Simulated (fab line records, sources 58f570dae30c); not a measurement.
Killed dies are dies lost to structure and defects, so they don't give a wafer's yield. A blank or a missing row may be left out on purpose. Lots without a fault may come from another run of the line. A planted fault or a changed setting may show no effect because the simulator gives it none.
Which tool did it? | flow berkeley_cmos170 | 13 lots, 39 wafers sampled, at 1 step of a route of 331

WHAT THE GAUGES READ, wafer by wafer
The record holds no reading of a measuring or inspecting step that can be judged against a usual standard deviation.

WHICH TOOL RAN EACH LOT (tool, then ch and the chambers of the sampled wafers, then the start)
lot  | UCB170_NLDD_STRIP_10
L822 | plasma_asher-03 ch 1, day 6 19:37
L821 | plasma_asher-04 ch 0,1, day 6 20:02
L825 | plasma_asher-02 ch 0,1, day 7 12:51
L827 | plasma_asher-02 ch 0,1, day 8 00:05
L828 | plasma_asher-03 ch 0,1, day 8 10:57
L833 | plasma_asher-02 ch 0,1, day 8 23:59
L830 | plasma_asher-03 ch 0,1, day 9 00:08
L831 | plasma_asher-04 ch 0, day 9 00:15
L834 | plasma_asher-02 ch 0,1, day 9 16:21
L835 | plasma_asher-04 ch 0,1, day 9 16:41
L839 | plasma_asher-03 ch 0,1, day 10 18:04
L841 | plasma_asher-02 ch 0,1, day 10 18:17
L842 | plasma_asher-03 ch 0,1, day 10 18:44
- UCB170_NLDD_STRIP_10: strips in O2.

WHAT THE TOOLS THEMSELVES READ (means of the sampled wafers that have a number; where no wafer has one, the mark that the record gives instead)
UCB170_NLDD_STRIP_10.
lot  | tool            | drypump_motor_current_A (A) | oes_product_au (a.u.) | strip_time_to_endpoint_s (s)
L822 | plasma_asher-03 | 5.6                         | 0.735                 | 21.66
L821 | plasma_asher-04 | 5.1                         | 0.735                 | 21.69
L825 | plasma_asher-02 | 6.1                         | 0.737                 | 21.69
L827 | plasma_asher-02 | 6.0                         | 0.732                 | 21.64
L828 | plasma_asher-03 | 5.8                         | 0.735                 | 21.70
L833 | plasma_asher-02 | 6.0                         | 0.737                 | 21.60
L830 | plasma_asher-03 | 5.8                         | 0.733                 | 21.60
L831 | plasma_asher-04 | 4.6                         | 0.730                 | 21.68
L834 | plasma_asher-02 | 6.0                         | 0.739                 | 21.56
L835 | plasma_asher-04 | 5.0                         | 0.983                 | -
L839 | plasma_asher-03 | 5.9                         | 0.735                 | 21.60
L841 | plasma_asher-02 | 6.1                         | 0.738                 | 21.60
L842 | plasma_asher-03 | 5.9                         | 0.736                 | 21.71

THE ANSWER, worked out from the rows above alone
Rule: what is usual is taken from the lots themselves. Put in order of their means at a reading, lots are off if they are a third of the lots or fewer, leave a main group of 4 or more, and stand apart from it by a gap of 3 or more times the standard deviation of the main group's means; of several such gaps the widest counts. A main group whose means are all the same, to the digits that the tables above print for the reading, isn't used. A lot without any number at a reading at which 4 lots or more have one is off too. The other lots that the step has rows for count as sound. The gauges are gone through in route order, then the tools' own readings, and for those a lot's mean is taken as printed above. The first step at which some lot is off is used, and at that step the reading that is off furthest; a lot without a number counts as furthest.
Off: L835, at UCB170_NLDD_STRIP_10 (strip_time_to_endpoint_s). Without a number there: L835. The main group: mean 21.64 s, standard deviation 0.048.
A tool fits if, at that step or a process step before it, it ran every lot that is off, and no sound lot after the first of them. One fits: plasma_asher-04 at UCB170_NLDD_STRIP_10. Its last sound lot is L831 (day 9 00:15), its first lot that is off L835 (day 9 16:41): a fault that began between those two fits.
The tool's own readings at UCB170_NLDD_STRIP_10 bear it out: on the lots that are off they differ by more than 5 times the standard deviation of the sound lots' means. oes_product_au reads 0.983 a.u. there against 0.735 a.u. on the sound lots.
Blank at UCB170_NLDD_STRIP_10 on the lots that are off, where sound lots have numbers: strip_time_to_endpoint_s.

WHAT THE SIMULATOR HAD PUT IN
Strip aborted: plasma_asher-04, from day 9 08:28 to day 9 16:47, at UCB170_NLDD_STRIP_10. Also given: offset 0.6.
Lots struck among those shown: L835. The rule above found the same.
